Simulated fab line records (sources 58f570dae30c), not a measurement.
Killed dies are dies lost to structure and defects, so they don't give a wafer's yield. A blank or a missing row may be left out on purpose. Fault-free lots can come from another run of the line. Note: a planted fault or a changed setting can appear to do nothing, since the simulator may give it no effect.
fab line records | flow berkeleyCmos170
record lots=5 | wafers=15 | lastDay=11
route steps=331 shown NLDD@209 SILICIDE@210 CONTACT@216
lots that met no fault: taken from a fault-free run of the same line
startH: start of the lot's first displayed wafer, in hours after the record's first day | waitH: hours since the lot's step before | " same as the row above | L1.1+2: several wafers, shown together as one row | - either no value or no given start | * or withheld: withheld | < > ~ a bound
route shown NAME@n: a module of which the file shows steps, and the number in the route of the first | usual: the fault-free wafers' mean and standard deviation | same: alike in all rows | chamber/n: place in a boat | sites: each site's reading | _std_site: their standard deviation | _edge_site: mean of outer sites minus mean of inner sites | radiusMm: for every site, how far away it sits from the centre of the wafer | mask NAME#n: copy n | behind: tool/chamber where the wafer was last shaped | hold: reason for holding the lot/hours on hold/outcome of the hold | device: the n, p or np transistor that did not switch | end of line: at the end of the route, the tests of the same wafers | where a step has no rows: the recipe by itself | killed: dies that structure and defects cost at the first sort, which is not the same as the wafer's yield | map: a wafer's dies, marking killed ones x, the rest . and places with no die _
set.NAME: setting as actually run; set.NAME@STEP: the setting as run at that earlier step | model.NAME: the simulator's own value behind a step, which no gauge read
lots seen at some steps along the route; tables by step, rows by wafer
services: the hour from which a tool's chamber was out of use, counted from the record's first day as startH (under 0 if before that day), plus the number of hours and why
## steps
# step UCB170_SDANNEAL_RS_MEAS_05
# recipe thkMeasGauge=four-point-probe
# usual NLDD_RS=616.0/1.3
lot.wafer | tool         | chamber | startH | waitH | NLDD_RS[ohm/sq]
L081.1    | filmMetro-03 | -       | 185.62 | 0.1   | 615.1
L081.3    | "            | -       | "      | "     | 615.4
L081.5    | "            | -       | "      | "     | 615.2
L087.2    | filmMetro-03 | -       | 201.38 | 0.1   | 616.8
L087.3    | "            | -       | "      | "     | 617.6
L087.6    | "            | -       | "      | "     | 617.7
L086.2    | filmMetro-01 | -       | 201.59 | 0.1   | 613.6
L086.5    | "            | -       | "      | "     | 614.5
L086.6    | "            | -       | "      | "     | 614.9
L088.3    | filmMetro-04 | -       | 208.39 | 0.1   | 615.0
L088.4    | "            | -       | "      | "     | 614.8
L088.6    | "            | -       | "      | "     | 614.2
L094.4    | filmMetro-03 | -       | 236.29 | 0.1   | 616.9
L094.5    | "            | -       | "      | "     | 617.4
L094.6    | "            | -       | "      | "     | 616.9
# step UCB170_SILICIDE_PRE_CLEAN_00
# recipe gas=Ar | precleanEtchTimeS=60
lot.wafer  | tool          | chamber | startH | waitH
L081.1+3+5 | pvdSputter-03 | -       | 185.74 | 0.1
L087.2+3+6 | pvdSputter-03 | -       | 201.48 | 0.1
L086.2+5+6 | pvdSputter-01 | -       | 201.69 | 0.1
L088.3+4+6 | pvdSputter-03 | -       | 208.47 | 0.1
L094.4+5+6 | pvdSputter-03 | -       | 236.35 | 0.0
# step UCB170_SILICIDE_SPUTTER_01
# recipe material=Ti | targetThkNm=30 | timeS=25 | powerW=1500 | chamberPressurePa=0.5
# usual throttleValvePct=29.9/1
lot.wafer | tool          | chamber | startH | waitH | throttleValvePct
L081.1    | pvdSputter-03 | -       | 185.81 | 0.0   | 30.9
L081.3    | "             | -       | "      | "     | 29.7
L081.5    | "             | -       | "      | "     | 28.3
L087.2    | pvdSputter-03 | -       | 201.55 | 0.0   | 30.8
L087.3    | "             | -       | "      | "     | 31.1
L087.6    | "             | -       | "      | "     | 28.2
L086.2    | pvdSputter-01 | -       | 201.76 | 0.0   | 29.7
L086.5    | "             | -       | "      | "     | 29.2
L086.6    | "             | -       | "      | "     | 29.7
L088.3    | pvdSputter-03 | -       | 208.53 | 0.0   | 30.8
L088.4    | "             | -       | "      | "     | 31.1
L088.6    | "             | -       | "      | "     | 29.4
L094.4    | pvdSputter-03 | -       | 236.43 | 0.0   | 30.4
L094.5    | "             | -       | "      | "     | 27.8
L094.6    | "             | -       | "      | "     | 31.1
# step UCB170_SILICIDE_RS_MEAS_02
# recipe thkMeasGauge=four-point-probe | reads=Ti_of_SILICIDE_SPUTTER_01
# usual SILICIDE_TI_RS=26.2/0.34
lot.wafer | tool         | chamber | startH | waitH | SILICIDE_TI_RS[ohm/sq]
L081.1    | filmMetro-02 | -       | 185.84 | 0.0   | 26.4
L081.3    | "            | -       | "      | "     | 26.3
L081.5    | "            | -       | "      | "     | 26.6
L087.2    | filmMetro-02 | -       | 201.60 | 0.0   | 26.4
L087.3    | "            | -       | "      | "     | 26.6
L087.6    | "            | -       | "      | "     | 26.7
L086.2    | filmMetro-01 | -       | 201.81 | 0.0   | 26.3
L086.5    | "            | -       | "      | "     | 25.9
L086.6    | "            | -       | "      | "     | 25.9
L088.3    | filmMetro-02 | -       | 208.60 | 0.1   | 26.0
L088.4    | "            | -       | "      | "     | 25.8
L088.6    | "            | -       | "      | "     | 25.9
L094.4    | filmMetro-04 | -       | 236.53 | 0.1   | 25.9
L094.5    | "            | -       | "      | "     | 26.1
L094.6    | "            | -       | "      | "     | 25.8
# step UCB170_SILICIDE_THK_MEAS_03
# recipe thkMeasGauge=xrf | reads=Ti_of_SILICIDE_SPUTTER_01
# usual SILICIDE_TI_THK=29.7/0.35
lot.wafer | tool         | chamber | startH | waitH | SILICIDE_TI_THK[nm]
L081.1    | filmMetro-02 | -       | 185.96 | 0.1   | 29.3
L081.3    | "            | -       | "      | "     | 29.7
L081.5    | "            | -       | "      | "     | 29.2
L087.2    | filmMetro-02 | -       | 201.71 | 0.1   | 29.5
L087.3    | "            | -       | "      | "     | 29.3
L087.6    | "            | -       | "      | "     | 29.1
L086.2    | filmMetro-01 | -       | 201.92 | 0.1   | 29.4
L086.5    | "            | -       | "      | "     | 29.8
L086.6    | "            | -       | "      | "     | 29.7
L088.3    | filmMetro-02 | -       | 208.70 | 0.1   | 29.9
L088.4    | "            | -       | "      | "     | 30.1
L088.6    | "            | -       | "      | "     | 30.1
L094.4    | filmMetro-04 | -       | 236.62 | 0.1   | 30.2
L094.5    | "            | -       | "      | "     | 29.9
L094.6    | "            | -       | "      | "     | 30.2
# step UCB170_SILICIDE_RTA_04
# recipe tempC=650 | timeS=15 | ambient=N2
# usual lampPowerPct=11.4/2.1 | wafer_temp_C_max=653.7/1
lot.wafer | tool         | chamber | startH | waitH | lampPowerPct | wafer_temp_C_max
L081.1    | rtpAnneal-02 | 0       | 186.02 | 0.1   | 9.0          | 654.3
L081.3    | "            | 0       | "      | "     | 9.0          | 654.5
L081.5    | "            | 0       | "      | "     | 9.1          | 655.2
L087.2    | rtpAnneal-02 | 0       | 201.77 | 0.1   | 9.0          | 654.6
L087.3    | "            | 0       | "      | "     | 9.0          | 655.7
L087.6    | "            | 0       | "      | "     | 9.0          | 655.2
L086.2    | rtpAnneal-01 | 0       | 201.98 | 0.1   | 13.3         | 651.7
L086.5    | "            | 0       | "      | "     | 13.4         | 654.0
L086.6    | "            | 0       | "      | "     | 13.4         | 654.0
L088.3    | rtpAnneal-02 | 0       | 208.77 | 0.1   | 9.0          | 654.1
L088.4    | "            | 0       | "      | "     | 9.1          | 654.8
L088.6    | "            | 0       | "      | "     | 9.1          | 654.7
L094.4    | rtpAnneal-01 | 0       | 236.69 | 0.1   | 13.3         | 654.3
L094.5    | "            | 0       | "      | "     | 13.4         | 652.2
L094.6    | "            | 0       | "      | "     | 13.4         | 652.5
# step UCB170_SILICIDE_WET_ETCH_05
# recipe chemistry=SPM | timeS=45 | tempC=120 | target=Ti
lot.wafer  | tool        | chamber | startH | waitH
L081.1+3+5 | wetBench-01 | 3       | 186.09 | 0.1
L087.2+3+6 | wetBench-03 | 0       | 201.83 | 0.1
L086.2+5+6 | wetBench-03 | 3       | 202.05 | 0.1
L088.3+4+6 | wetBench-01 | 3       | 208.82 | 0.0
L094.4+5+6 | wetBench-04 | 1       | 237.99 | 1.3
# step UCB170_CONTACT_CLEAN_00
# recipe chemistry=SPM | tempC=120 | timeS=600
lot.wafer  | tool        | chamber | startH | waitH
L081.1+3+5 | wetBench-04 | 3       | 186.12 | 0.0
L087.2+3+6 | wetBench-03 | 3       | 201.86 | 0.0
L086.2+5+6 | wetBench-03 | 3       | 202.07 | 0.0
L088.3+4+6 | wetBench-01 | 2       | 208.84 | 0.0
L094.4+5+6 | wetBench-04 | 3       | 238.69 | 0.7
# step UCB170_CONTACT_CVD_01
# recipe material=PSG | targetThkNm=700 | tempC=450 | precursor=SiH4/O2/PH3 | timeS=2820 | pressureMtorr=300 | sih4FlowSccm=60 | o2FlowSccm=90 | ph3FlowSccm=25
# usual zonePowerLoadPct=6.30/0.19 | zonePowerSourcePct=7.50/0.29
lot.wafer | tool     | chamber | startH | waitH | zonePowerLoadPct | zonePowerSourcePct
L081.1    | lpcvd-01 | 1       | 188.11 | 1.8   | 6.32             | 7.79
L081.3    | "        | 1       | "      | "     | 6.22             | 7.63
L081.5    | "        | 1       | "      | "     | 6.36             | 7.79
L086.2    | lpcvd-01 | 0       | 202.29 | 0.0   | 6.59             | 7.20
L086.5    | "        | 0       | "      | "     | 6.47             | 7.13
L086.6    | "        | 0       | "      | "     | 6.53             | 7.32
L087.2    | lpcvd-01 | 1       | 202.29 | 0.2   | 6.16             | 7.64
L087.3    | "        | 1       | "      | "     | 6.25             | 7.76
L087.6    | "        | 1       | "      | "     | 6.29             | 7.76
L088.3    | lpcvd-01 | 1       | 209.03 | 0.0   | 6.26             | 7.79
L088.4    | "        | 1       | "      | "     | 6.19             | 7.60
L088.6    | "        | 1       | "      | "     | 6.25             | 7.89
L094.4    | lpcvd-01 | 0       | 238.89 | 0.0   | 6.60             | 7.14
L094.5    | "        | 0       | "      | "     | 6.36             | 7.13
L094.6    | "        | 0       | "      | "     | 6.43             | 7.15
# step UCB170_CONTACT_THK_MEAS_02
# recipe reads=PSG_of_CONTACT_CVD_01
# usual CONTACT_PSG_THK=695/6.5
lot.wafer | tool         | chamber | startH | waitH | CONTACT_PSG_THK[nm]
L081.1    | filmMetro-02 | -       | 190.00 | 0.1   | 690
L081.3    | "            | -       | "      | "     | 690
L081.5    | "            | -       | "      | "     | 694
L087.2    | filmMetro-03 | -       | 204.08 | 0.0   | 694
L087.3    | "            | -       | "      | "     | 696
L087.6    | "            | -       | "      | "     | 693
L086.2    | filmMetro-03 | -       | 204.14 | 0.1   | 688
L086.5    | "            | -       | "      | "     | 692
L086.6    | "            | -       | "      | "     | 693
L088.3    | filmMetro-02 | -       | 210.84 | 0.0   | 687
L088.4    | "            | -       | "      | "     | 689
L088.6    | "            | -       | "      | "     | 701
L094.4    | filmMetro-02 | -       | 240.70 | 0.0   | 694
L094.5    | "            | -       | "      | "     | 696
L094.6    | "            | -       | "      | "     | 691
# step UCB170_CONTACT_HMDS_03
# recipe primeTimeS=60 | primeTempC=100
# usual resistLineTempC=22.99/0.1
lot.wafer | tool          | chamber | startH | waitH | resistLineTempC
L081.1    | lithoTrack-04 | 0       | 190.11 | 0.1   | 22.92
L081.3    | "             | 0       | "      | "     | 22.99
L081.5    | "             | 0       | "      | "     | 22.92
L087.2    | lithoTrack-02 | 0       | 204.25 | 0.2   | 23.03
L087.3    | "             | 0       | "      | "     | 22.93
L087.6    | "             | 0       | "      | "     | 23.13
L086.2    | lithoTrack-01 | 0       | 204.50 | 0.3   | 22.88
L086.5    | "             | 0       | "      | "     | 22.96
L086.6    | "             | 0       | "      | "     | 23.04
L088.3    | lithoTrack-04 | 0       | 211.28 | 0.4   | 23.04
L088.4    | "             | 0       | "      | "     | 22.90
L088.6    | "             | 0       | "      | "     | 22.96
L094.4    | lithoTrack-04 | 0       | 240.80 | 0.1   | 23.08
L094.5    | "             | 0       | "      | "     | 23.05
L094.6    | "             | 0       | "      | "     | 23.01
## services
tool          | chamber | startH | hours | kind
lithoTrack-02 | -       | 212.70 | -     | consumableReplace:filter
## key
fault none
